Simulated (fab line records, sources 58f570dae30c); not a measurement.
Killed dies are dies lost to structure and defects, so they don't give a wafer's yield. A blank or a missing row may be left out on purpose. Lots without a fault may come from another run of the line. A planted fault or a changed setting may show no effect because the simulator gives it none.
Problem report in the 8D (eight disciplines) form, filled by code | flow berkeley_cmos170 | the parts of the form that need people (team, actions taken, sign-off) are left out

1. THE PROBLEM
dose_ions_cm2 at UCB170_PFIELD_IMPLANT_07 reads a mean of 1.9448e+13 on 6 wafers of 2 lots; wafers without a fault read 2.0003e+13 with a standard deviation of 2e+10. That is -28 standard deviations from the usual mean.
First seen on wafer L354.2, day 5 18:35, on implanter-01. The record holds 42 wafers of 14 lots with a number at this step. Rule for "out", or "out of limits": more than 4 standard deviations from the usual mean. The other wafers with a number count as sound.

2. WHAT IT IS AND WHAT IT IS NOT
question                    | is                     | is not
which readings at this step | dose_ions_cm2          | -
which lots                  | L354, L355             | L347, L348, L349, L351, L352, L362, L363, L365, L367, L368, L369, L370
which wafers of those lots  | all that have a number | -
read on which tools         | implanter-01           | implanter-02, implanter-03
when                        | from day 5 18:35       | up to then (15 sound wafers); but 21 sound wafers of L362, L363, L365, L367, L368, L369, L370 came after

3. SUSPECTS, AND WHAT RULES EACH OUT
Counting: a tool at a process step up to the reading stays a suspect if it ran every lot that is out and no sound lot after the first of them.
- implanter-01 at UCB170_PFIELD_IMPLANT_07: ruled out as a lasting fault. Sound lots L370 ran on it after its first lot that is out, L354 (day 5 18:35).
Left after counting: nothing in the record.

4. THE CAUSE (what the simulator had put in)
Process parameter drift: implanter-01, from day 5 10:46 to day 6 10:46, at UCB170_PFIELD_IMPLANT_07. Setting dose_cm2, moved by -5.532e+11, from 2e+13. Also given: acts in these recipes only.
Counting ruled it out, wrongly.

5. THE CHAIN OF EFFECTS, in route order
Each row: a reading whose mean over the struck wafers that have a number lies more than 3 standard deviations from the usual. Only readings for which the record gives a usual standard deviation are gone through. hours: the time from each lot's start at the first step in this table that gives one to its start at this step, as a median over the lots. sigmas: the change in usual standard deviations.
hours | step                     | reading       | usual      | on struck wafers | change      | sigmas
0     | UCB170_PFIELD_IMPLANT_07 | dose_ions_cm2 | 2.0003e+13 | 1.9448e+13       | -5.5550e+11 | -28
The process steps in it:
- UCB170_PFIELD_IMPLANT_07

6. WHAT WOULD HAVE CAUGHT IT SOONER
In this record the first reading out of limits was taken at day 5 18:35, 8 hours after the fault began at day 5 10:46.
